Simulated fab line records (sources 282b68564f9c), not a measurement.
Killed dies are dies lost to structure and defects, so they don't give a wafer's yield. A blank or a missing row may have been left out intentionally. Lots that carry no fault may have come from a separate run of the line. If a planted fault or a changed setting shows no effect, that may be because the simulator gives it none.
Struck lot and sound lot, side by side ; flow rit cmos ; 17 steps out of a route of 202
Sound: wafers L736.1, L736.4, L736.6. Wafers L750.1, L750.2, L750.6 were the ones struck. The cause is named last.
At each step with rows: each side's tool, then ch and its chambers, then its first start. Under that, the readings that differ: sound wafers ; struck wafers ; difference of the means ; sigmas: that difference in standard deviations of wafers without a fault.
alike: a reading whose means differ by less than 2 such deviations, as well as words and numbers matching on both sides. not compared: withheld readings; readings where some wafer has no value; bounds like >300 that might hide an equal value; numbers whose values overlap and for which the record gives no deviation.
Wherever a step has rows on one side only, a row that says differs or no value, or a row with sigmas, the two part there. When numbers do not overlap yet have no deviation, they are printed without sigmas and do not part them. A reading missing from all wafers of one side parts the sides only when that side holds two or more wafers.

RIT_PWELL_TW_MEAS_10:
  sound: film metro-01 at day 1 22:54; struck: film metro-01 at day 4 20:49
  alike: PWELL_TW
then, 1 step without rows for these wafers: RIT_WELLDRIVE_ANNEAL_00 (time 14700 s).
RIT_WELLDRIVE_RS_MEAS_01: uses a four-point probe to measure.
  sound: film metro-04 at day 2 04:02; struck: film metro-02 at day 5 02:52
  alike: NWELL_RS
RIT_WELLDRIVE_RS_MEAS_02: uses a four-point probe to measure.
  sound: film metro-04 at day 2 04:10; struck: film metro-02 at day 5 02:59
  alike: PWELL_RS
then, 6 steps without rows for these wafers: RIT_NRETRO_HMDS_00 (prime time 60 s); RIT_NRETRO_COAT_01 (resist thk 1300 nm); RIT_NRETRO_SOFTBAKE_02 (time 60 s); RIT_NRETRO_EXPOSE_03 (exposes mask M4, target cd 43900 nm); RIT_NRETRO_PEB_04; RIT_NRETRO_DEVELOP_05 (develop time 68 s).
RIT_NRETRO_OVL_MEAS_06:
  sound: overlay-02 at day 2 05:29; struck: overlay-01 at day 5 04:07
  alike: NRETRO_OVL
then, 1 step without rows for these wafers: RIT_NRETRO_HARDBAKE_07 (time 120 s).
RIT_NRETRO_IMPLANT_08:
  sound on implanter-03 ch 0, day 2 05:47; struck on implanter-04 ch 0, day 5 04:24
reading;sound;struck;difference;sigmas
beam energy keV;69.952 69.980 69.993;79.130 79.118 79.115;+9.146;+99 or more
model.implant.rp nm (nm);83.3 83.3 83.3;97.11 97.11 97.11;+13.81;
model.implant.drp nm (nm);33.94 33.94 33.94;37.58 37.58 37.58;+3.64;
  alike: dose ions cm2
RIT_NRETRO_STRIP_09: strips in O2, time 180 s.
  sound on plasma asher-03 ch 0, day 2 05:56; struck on plasma asher-03 ch 0,1, day 5 04:33
  alike: drypump motor current A
  not compared: rf hours counter h
RIT_NRETRO_TW_MEAS_10:
  sound: film metro-03 at day 2 06:06; struck: film metro-04 at day 5 04:44
reading;sound;struck;difference;sigmas
NRETRO_TW;1050 1054 1058;1075 1076 1073;+21;+3
then, 1 step without rows for these wafers: RIT_PRETRO_HMDS_00 (prime time 60 s).
RIT_M1_PROBE_99:
  sound: prober-01 at day 3 08:55; struck: prober-01 at day 6 08:40
reading;sound;struck;difference;sigmas
model.etest.cap p gate.c min ff um2;2.327 2.342 2.33;2.299 2.298 2.287;-0.038;
model.etest.pmos narrow.vt v (V);-0.4955 -0.483 -0.4906;-0.4676 -0.4754 -0.4805;+0.0152;
  alike: killed at front end, killed dies, killed open, killed short

WHERE THEY PART
Earliest at RIT_NRETRO_IMPLANT_08; latest, in this record, at RIT_NRETRO_TW_MEAS_10. Later steps at which nothing parts them and some readings are alike: RIT_M1_PROBE_99.

WHY: the cause the simulator had injected
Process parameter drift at RIT_NRETRO_IMPLANT_08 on implanter-04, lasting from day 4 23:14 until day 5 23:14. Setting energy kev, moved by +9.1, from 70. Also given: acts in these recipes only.
